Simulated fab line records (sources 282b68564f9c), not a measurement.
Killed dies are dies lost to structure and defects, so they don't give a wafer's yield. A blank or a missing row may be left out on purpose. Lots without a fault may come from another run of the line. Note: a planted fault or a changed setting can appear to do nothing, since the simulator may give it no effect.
Which tool is to blame? || flow rit_cmos || 14 lots, 42 wafers sampled, at 2 steps of a route of 202

== WHAT THE GAUGES SHOWED, per wafer ==
RIT_CONTACT_OVL_MEAS_09.
{"lot": "L510", "measured": "day 3 20:53", "on": "overlay-01", "CONTACT_OVL (nm)": "3.4 2.9 4.2"}
{"lot": "L512", "measured": "day 4 06:01", "on": "overlay-02", "CONTACT_OVL (nm)": "0.5 1.3 0.1"}
{"lot": "L513", "measured": "day 4 09:32", "on": "overlay-02", "CONTACT_OVL (nm)": "1.4 2.5 0.3"}
{"lot": "L514", "measured": "day 4 14:30", "on": "overlay-02", "CONTACT_OVL (nm)": "-2.3 -0.7 0.4"}
{"lot": "L515", "measured": "day 4 21:05", "on": "overlay-02", "CONTACT_OVL (nm)": "0.2 0.9 1.9"}
{"lot": "L516", "measured": "day 5 01:21", "on": "overlay-01", "CONTACT_OVL (nm)": "-1.7 -0.1 0.9"}
{"lot": "L517", "measured": "day 5 05:42", "on": "overlay-01", "CONTACT_OVL (nm)": "-0.2 -0.3 -2.0"}
{"lot": "L518", "measured": "day 5 11:01", "on": "overlay-01", "CONTACT_OVL (nm)": "2.3 2.2 2.2"}
{"lot": "L519", "measured": "day 5 16:21", "on": "overlay-02", "CONTACT_OVL (nm)": "0.7 2.5 0.5"}
{"lot": "L520", "measured": "day 5 21:36", "on": "overlay-02", "CONTACT_OVL (nm)": "-2.9 -2.0 -1.2"}
{"lot": "L521", "measured": "day 6 04:23", "on": "overlay-02", "CONTACT_OVL (nm)": "0.4 -0.5 1.2"}
{"lot": "L526", "measured": "day 7 07:30", "on": "overlay-01", "CONTACT_OVL (nm)": "-149.7 -150.8 -151.4"}
{"lot": "L528", "measured": "day 7 15:47", "on": "overlay-01", "CONTACT_OVL (nm)": "-149.4 -148.2 -147.2"}
{"lot": "L530", "measured": "day 7 23:28", "on": "overlay-02", "CONTACT_OVL (nm)": "2.9 2.0 1.3"}

== EACH LOT AND THE TOOL THAT RAN IT (in order: tool; ch and the chambers of the sampled wafers; start) ==
{"lot": "L510", "RIT_CONTACT_EXPOSE_05": "iline_stepper-02 ch 0, day 3 20:15"}
{"lot": "L512", "RIT_CONTACT_EXPOSE_05": "iline_stepper-01 ch 0, day 4 05:24"}
{"lot": "L513", "RIT_CONTACT_EXPOSE_05": "iline_stepper-02 ch 0, day 4 08:55"}
{"lot": "L514", "RIT_CONTACT_EXPOSE_05": "iline_stepper-02 ch 0, day 4 13:53"}
{"lot": "L515", "RIT_CONTACT_EXPOSE_05": "iline_stepper-02 ch 0, day 4 20:27"}
{"lot": "L516", "RIT_CONTACT_EXPOSE_05": "iline_stepper-02 ch 0, day 5 00:44"}
{"lot": "L517", "RIT_CONTACT_EXPOSE_05": "iline_stepper-01 ch 0, day 5 05:04"}
{"lot": "L518", "RIT_CONTACT_EXPOSE_05": "iline_stepper-02 ch 0, day 5 10:19"}
{"lot": "L519", "RIT_CONTACT_EXPOSE_05": "iline_stepper-01 ch 0, day 5 15:44"}
{"lot": "L520", "RIT_CONTACT_EXPOSE_05": "iline_stepper-01 ch 0, day 5 20:58"}
{"lot": "L521", "RIT_CONTACT_EXPOSE_05": "iline_stepper-01 ch 0, day 6 03:47"}
{"lot": "L526", "RIT_CONTACT_EXPOSE_05": "iline_stepper-02 ch 0, day 7 06:53"}
{"lot": "L528", "RIT_CONTACT_EXPOSE_05": "iline_stepper-02 ch 0, day 7 15:08"}
{"lot": "L530", "RIT_CONTACT_EXPOSE_05": "iline_stepper-01 ch 0, day 7 22:52"}
- RIT_CONTACT_EXPOSE_05: exposes mask M11, target cd 1000 nm.

== AS READ BY THE TOOLS THEMSELVES (means over the sampled wafers that have a number; for cases with no such wafer, the mark the record gives instead) ==
The record holds no such reading with a usual standard deviation.

== THE ANSWER, worked out from the rows above alone ==
Rule: usual is defined by the lots themselves. The widest of any qualifying gaps counts: lots, ordered by their means at a reading, are off when they make up no more than a third of the lots, leave a main group of 4 or more, and stand apart from it by 3 or more times the standard deviation of that group's means. Not used: any main group whose means are identical at the precision the tables above print for the reading. A lot without any number at a reading at which 4 lots or more have one is off too. Where the step has rows for the other lots, those lots are counted as sound. The gauges are gone through in route order, then the tools' own readings, and for those a lot's mean is taken as printed above. The first step at which some lot is off is used, and at that step the reading that is off furthest; a lot without a number counts as furthest.
Off: L526, L528, at RIT_CONTACT_OVL_MEAS_09 (CONTACT_OVL). Main group: mean 0.7 nm, sd 1.5.
If a tool, at a process step before that reading, ran all the lots that are off and no sound lot after the first of them, it fits. The gauges at RIT_CONTACT_OVL_MEAS_09 are tried like those tools. Undecided on this evidence; 2 tools fit (iline_stepper-02 at RIT_CONTACT_EXPOSE_05, overlay-01 at RIT_CONTACT_OVL_MEAS_09).

== WHAT THE SIMULATOR PUT IN ==
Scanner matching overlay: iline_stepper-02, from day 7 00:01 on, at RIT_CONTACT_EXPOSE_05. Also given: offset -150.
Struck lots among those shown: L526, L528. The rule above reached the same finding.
